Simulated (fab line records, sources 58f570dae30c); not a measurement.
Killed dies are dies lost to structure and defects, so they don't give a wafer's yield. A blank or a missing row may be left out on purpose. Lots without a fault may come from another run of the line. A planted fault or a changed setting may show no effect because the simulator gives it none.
Which tool did it? | flow berkeley_cmos170 | 7 lots, 19 wafers sampled, at 1 step of a route of 331

WHAT THE GAUGES READ, wafer by wafer
UCB170_V2_THK_MEAS_01.
lot  | measured     | on            | V2_TEOS_THK (nm)
L194 | day 7 14:04  | film_metro-04 | 1982 2004 1997
L197 | day 8 01:44  | film_metro-04 | 1996 2044 2033
L205 | day 9 05:29  | film_metro-02 | 1992 2003 2038
L201 | day 9 06:47  | film_metro-03 | 1954 1978 1987
L207 | day 10 02:47 | film_metro-03 | 1990 2027 2036
L212 | day 11 11:43 | film_metro-03 | 1979 1949 1982
L216 | day 12 07:09 | film_metro-04 | 2013

WHICH TOOL RAN EACH LOT (tool, then ch and the chambers of the sampled wafers, then the start)
The record holds no process step before these readings.

THE ANSWER, worked out from the rows above alone
Rule: what is usual is taken from the lots themselves. Put in order of their means at a reading, lots are off if they are a third of the lots or fewer, leave a main group of 4 or more, and stand apart from it by a gap of 3 or more times the standard deviation of the main group's means; of several such gaps the widest counts. A main group whose means are all the same, to the digits that the tables above print for the reading, isn't used. A lot without any number at a reading at which 4 lots or more have one is off too. The other lots that the step has rows for count as sound.
No lot is off at any reading shown: from this, nothing can be told.

WHAT THE SIMULATOR HAD PUT IN
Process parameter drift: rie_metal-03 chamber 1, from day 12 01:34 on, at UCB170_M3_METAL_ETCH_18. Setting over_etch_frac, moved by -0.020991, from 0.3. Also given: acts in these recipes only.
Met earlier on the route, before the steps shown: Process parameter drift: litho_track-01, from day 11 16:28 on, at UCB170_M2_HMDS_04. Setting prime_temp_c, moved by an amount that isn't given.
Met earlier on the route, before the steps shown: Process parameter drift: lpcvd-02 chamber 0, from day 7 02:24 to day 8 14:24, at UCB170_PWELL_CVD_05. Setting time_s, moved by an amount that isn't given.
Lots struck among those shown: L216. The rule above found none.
